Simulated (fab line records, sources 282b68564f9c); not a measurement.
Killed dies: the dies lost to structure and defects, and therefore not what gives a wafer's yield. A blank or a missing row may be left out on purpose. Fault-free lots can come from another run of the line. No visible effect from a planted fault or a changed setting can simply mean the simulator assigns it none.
Problem report, 8D (eight disciplines) form, completed by code || flow rit-cmos || the parts of the form that need people (team, actions taken, sign-off) are left out

## 1. WHAT IS WRONG
At RIT_GATE_COAT_11, spin-speed-rpm averages 4136 rpm over 6 wafers from 2 lots, while fault-free wafers read 4250 rpm, standard deviation 3.2. Measured from the usual mean, that is -35 standard deviations.
The step: resist thk 850 nm.
Earliest sighting: wafer L663.1 on litho-track-01 at day 5 06:14. The record holds 42 wafers of 14 lots with a number at this step. Rule for "out" (also "out of limits"): further than 4 standard deviations from the usual mean. The other wafers with a number count as sound.

## 2. WHAT IT IS, WHAT IT ISN'T
{"question": "which readings at this step", "is": "spin-speed-rpm", "is not": "-"}
{"question": "which lots", "is": "L663, L667", "is not": "L650, L651, L652, L653, L654, L655, L656, L659, L660, L669, L670, L671"}
{"question": "which wafers of those lots", "is": "all that have a number", "is not": "-"}
{"question": "read on which tools", "is": "litho-track-01", "is not": "litho-track-03, litho-track-04"}
{"question": "when", "is": "from day 5 06:14", "is not": "up to then (27 sound wafers); but 9 sound wafers of L669, L670, L671 came after"}

## 3. THE SUSPECTS, EACH WITH WHAT RULES IT OUT
Counting: any tool at a process step up to the reading is kept as a suspect provided that every lot that is out went through it and no sound lot did after the first of them.
- litho-track-01 at RIT_GATE_COAT_11 (resist thk 850 nm): kept. All lots that are out passed through it, beginning with L663 at day 5 06:14, and no sound lot followed; its final sound lot before that point was L660 at day 4 18:08. On those wafers its own readings are out: spin-speed-rpm.
After counting, what remains is litho-track-01 at RIT_GATE_COAT_11.

## 4. THE CAUSE (what the simulator had put in)
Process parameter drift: litho-track-01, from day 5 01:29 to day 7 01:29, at RIT_GATE_COAT_11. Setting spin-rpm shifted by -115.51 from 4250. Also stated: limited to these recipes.
Counting left only this tool.

## 5. SEQUENCE OF EFFECTS, ordered by route
Rows list readings where the struck wafers' mean (over those with a number) sits beyond 3 standard deviations from the usual. Readings are gone through only where the record gives a usual standard deviation; hours: the median, over the lots, of the time from a lot's start at the first step in this table giving one to that lot's start at this step; sigmas: the change measured in usual standard deviations.
{"hours": 0, "step": "RIT_GATE_COAT_11", "reading": "spin-speed-rpm", "usual": "4250 rpm", "on struck wafers": 4136, "change": -114, "sigmas": -35}
The process steps in it:
- RIT_GATE_COAT_11: resist thk 850 nm.

## 6. WHAT WOULD HAVE CAUGHT IT SOONER
First out-of-limits reading in this record: day 5 06:14, which is 5 hours after fault onset at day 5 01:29.
